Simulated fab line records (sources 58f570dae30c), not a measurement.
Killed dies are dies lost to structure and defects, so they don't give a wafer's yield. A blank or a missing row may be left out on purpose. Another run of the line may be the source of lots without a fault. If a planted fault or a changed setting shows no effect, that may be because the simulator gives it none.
Check of tool commonality | flow berkeley cmos170 | Lots sampled 14, wafers sampled 48

## WHAT PROMPTED THE OPENING
At UCB170_GATE_CD_MEAS_12 the reading cd nm is flagged on 2 of 14 lots. No-fault wafers: 349.7 nm, standard deviation 1.5.
Rule: a lot is flagged in two cases, either no wafer of it has a number, or all its wafers with numbers fall more than 4 standard deviations from that mean. The rest of the lots are taken to be sound.

lot  | measured     | on        | cd nm (nm), wafer by wafer          | flag
L609 | day 5 12:55  | cd sem-01 | 350.0 350.1 350.2                   |
L610 | day 6 02:43  | cd sem-01 | 349.1 349.4 349.7                   |
L611 | day 6 03:12  | cd sem-01 | 345.9 348.5 346.4                   |
L613 | day 6 19:47  | cd sem-01 | 349.5 347.0 346.8                   |
L612 | day 6 20:52  | cd sem-01 | 348.6 350.0 349.7                   |
L619 | day 7 14:30  | cd sem-01 | 301.2 301.3 301.3 301.1 301.3 301.1 | FLAGGED
L620 | day 8 03:39  | cd sem-01 | 301.3 301.1 298.5 300.8 301.2 298.6 | FLAGGED
L623 | day 9 14:01  | cd sem-01 | 350.0 351.0 351.2                   |
L625 | day 9 14:07  | cd sem-02 | 348.8 346.9 347.9                   |
L626 | day 9 19:39  | cd sem-02 | 352.1 352.4 351.8                   |
L627 | day 10 02:10 | cd sem-02 | 351.6 352.7 351.9                   |
L628 | day 10 02:41 | cd sem-02 | 350.0 349.8 349.8                   |
L630 | day 10 16:13 | cd sem-01 | 350.7 349.4 349.6                   |
L631 | day 10 16:24 | cd sem-02 | 347.9 348.6 349.2                   |
The mean of the flagged lots' numbers is 300.7 nm, -49.0 nm from the usual (-33 standard deviations).

## WHICH TOOL EACH LOT WENT THROUGH
The record holds 1 process step before the reading, out of a route of 331 steps. Each cell gives the tool, then ch followed by the chambers the sampled wafers passed through, then the start.
lot  | flag    | UCB170_GATE_COAT_07
L609 |         | litho track-02 ch 0, day 5 11:00
L610 |         | litho track-02 ch 0, day 6 02:00
L611 |         | litho track-04 ch 0, day 6 02:00
L613 |         | litho track-04 ch 0, day 6 18:00
L612 |         | litho track-04 ch 0, day 6 19:00
L619 | FLAGGED | litho track-04 ch 0, day 7 13:00
L620 | FLAGGED | litho track-04 ch 0, day 8 02:00
L623 |         | litho track-01 ch 0, day 9 12:00
L625 |         | litho track-02 ch 0, day 9 13:00
L626 |         | litho track-02 ch 0, day 9 18:00
L627 |         | litho track-01 ch 0, day 10 01:00
L628 |         | litho track-02 ch 0, day 10 01:00
L630 |         | litho track-01 ch 0, day 10 14:00
L631 |         | litho track-02 ch 0, day 10 15:00
What is done by these steps:
- UCB170_GATE_COAT_07: resist thk 900 nm.
- UCB170_GATE_CD_MEAS_12: target cd 350 nm.

## FLAGGED OVER TOTAL, TOOL BY TOOL (the gauges that took the reading come last)
step                   | tool           | lots run | flagged | share of the flagged lots | sound lots run after its first flagged lot
UCB170_GATE_COAT_07    | litho track-01 | 3        | 0       | none                      | -
UCB170_GATE_COAT_07    | litho track-02 | 6        | 0       | none                      | -
UCB170_GATE_COAT_07    | litho track-04 | 5        | 2       | all                       | 0
UCB170_GATE_CD_MEAS_12 | cd sem-01      | 9        | 2       | all                       | 2 (L623,L630)
UCB170_GATE_CD_MEAS_12 | cd sem-02      | 5        | 0       | none                      | -

## WHAT IS ALLOWED BY THE TABLE
Every flagged lot went through 2 rows of the table: litho track-04 at UCB170_GATE_COAT_07 and cd sem-01 at UCB170_GATE_CD_MEAS_12.
- litho track-04 at UCB170_GATE_COAT_07 ran 5 lots, 2 of them flagged. It ran its last sound lot, L612, at day 6 19:00 and its first flagged lot, L619, at day 7 13:00: a fault with its onset between the two fits.
- cd sem-01 at UCB170_GATE_CD_MEAS_12 ran 9 lots, 2 of them flagged. Sound lots ran on it after the first flagged one (L623, L630), which a lasting fault on the whole tool wouldn't allow.
Left over: one tool, litho track-04 at UCB170_GATE_COAT_07.

## WHAT THE SIMULATOR HAD PUT IN
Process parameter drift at UCB170_GATE_COAT_07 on litho track-04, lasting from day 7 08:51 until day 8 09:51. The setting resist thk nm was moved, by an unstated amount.
Lots struck among those shown: L619, L620. The rule above reached the same finding.
